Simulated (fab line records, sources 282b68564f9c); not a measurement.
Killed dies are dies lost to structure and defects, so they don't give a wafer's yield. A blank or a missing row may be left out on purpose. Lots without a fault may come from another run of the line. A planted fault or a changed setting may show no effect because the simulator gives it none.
Split-lot experiment | flow rit_cmos | 5 lots, 23 wafers read, on a route of 202 steps

THE SPLIT
At RIT_ACTIVE_CVD_03 (deposits Si3N4 from SiH2Cl2/NH3, target thk 150 nm, time 1500 s), the setting temp_c was moved away from the recipe's 810 C on 10 of the 23 wafers read, by -1.2% to +2.7%. The other wafers ran this setting at the recipe's value.

FROM THE SPLIT TO THE READING: what the file shows between them, 5 steps
- RIT_ACTIVE_THK_MEAS_04
- RIT_ACTIVE_EXPOSE_08: exposes mask M1, target cd 1400 nm (also split here: dose_mj)
- RIT_ACTIVE_PEB_09
- RIT_ACTIVE_DEVELOP_10: develop time 50 s
- RIT_ACTIVE_CD_MEAS_11: target cd 1400 nm

THE READING
oes_product_au, in a.u., at RIT_ACTIVE_ETCH_13 (etches Si3N4 in SF6, stops on SiO2, time 210 s, target depth 210 nm). Fault-free wafers of this fab line usually give 0.821 a.u., standard deviation 0.011 a.u..

wafer  | tool, chamber at the split | temp_c as run, C | against the recipe | oes_product_au, a.u. | against lot-mates on the recipe
L075.2 | -, -                       | 832.2            | +2.7%              | 1.001                | no lot-mate on the recipe
L075.3 | -, -                       | 832.2            | +2.7%              | 1.000                | no lot-mate on the recipe
L075.4 | -, -                       | 832.2            | +2.7%              | 1.024                | no lot-mate on the recipe
L075.5 | -, -                       | 832.2            | +2.7%              | 1.003                | no lot-mate on the recipe
L075.6 | -, -                       | 832.2            | +2.7%              | 0.990                | no lot-mate on the recipe
L077.1 | -, -                       | 800.1            | -1.2%              | 0.773                | no lot-mate on the recipe
L077.3 | -, -                       | 800.1            | -1.2%              | 0.758                | no lot-mate on the recipe
L077.4 | -, -                       | 800.1            | -1.2%              | 0.746                | no lot-mate on the recipe
L077.5 | -, -                       | 800.1            | -1.2%              | 0.733                | no lot-mate on the recipe
L077.6 | -, -                       | 800.1            | -1.2%              | 0.767                | no lot-mate on the recipe
L078.1 | -, -                       | 810              | recipe             | 0.829                | -
L078.2 | -, -                       | 810              | recipe             | 0.830                | -
L078.3 | -, -                       | 810              | recipe             | 0.845                | -
L078.4 | -, -                       | 810              | recipe             | 0.814                | -
L078.6 | -, -                       | 810              | recipe             | 0.850                | -
L081.1 | lpcvd-01, 1                | 810              | recipe             | 0.800                | -
L081.5 | lpcvd-01, 1                | 810              | recipe             | 0.808                | -
L081.6 | lpcvd-01, 1                | 810              | recipe             | 0.801                | -
L085.1 | -, -                       | 810              | recipe             | 0.828                | -
L085.2 | -, -                       | 810              | recipe             | 0.825                | -
L085.3 | -, -                       | 810              | recipe             | 0.813                | -
L085.5 | -, -                       | 810              | recipe             | 0.822                | -
L085.6 | -, -                       | 810              | recipe             | 0.816                | -

THE FIT
A straight line over all 23 wafers: oes_product_au changes by +0.0637 a.u. for each +1% of temp_c; r = +0.99; the points scatter about the line by 0.015 a.u..
Too few moved wafers have a lot-mate on the recipe to fit a line with each lot's own level taken away.

THE WHOLE CHAIN: every reading that the file lists as answering this split, in the file's order
step                   | what it does                                                        | reading                                                                        | change (the file's fit)                  | r (the file's)
RIT_ACTIVE_CVD_03      | deposits Si3N4 from SiH2Cl2/NH3, target thk 150 nm, time 1500 s     | Si3N4_of_ACTIVE_CVD_03.thk_nm (the simulator's own value, which no gauge read) | +25.1 nm for each +1% of the setting     | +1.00
RIT_ACTIVE_THK_MEAS_04 |                                                                     | ACTIVE_NITRIDE_THK                                                             | +25.1 for each +1% of the setting        | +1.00
RIT_ACTIVE_ETCH_13     | etches Si3N4 in SF6, stops on SiO2, time 210 s, target depth 210 nm | oes_product_au                                                                 | +0.0637 a.u. for each +1% of the setting | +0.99
RIT_ACTIVE_ETCH_13     | etches Si3N4 in SF6, stops on SiO2, time 210 s, target depth 210 nm | ACTIVE.feature_depth_nm (the simulator's own value, which no gauge read)       | +18.8 nm for each +1% of the setting     | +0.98
RIT_ACTIVE_ETCH_13     | etches Si3N4 in SF6, stops on SiO2, time 210 s, target depth 210 nm | etch.depth_nm (the simulator's own value, which no gauge read)                 | +19.1 nm for each +1% of the setting     | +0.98

THE FILE'S OWN FIT
oes_product_au changes by +0.0637 a.u. for each +1% of temp_c, r = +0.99.
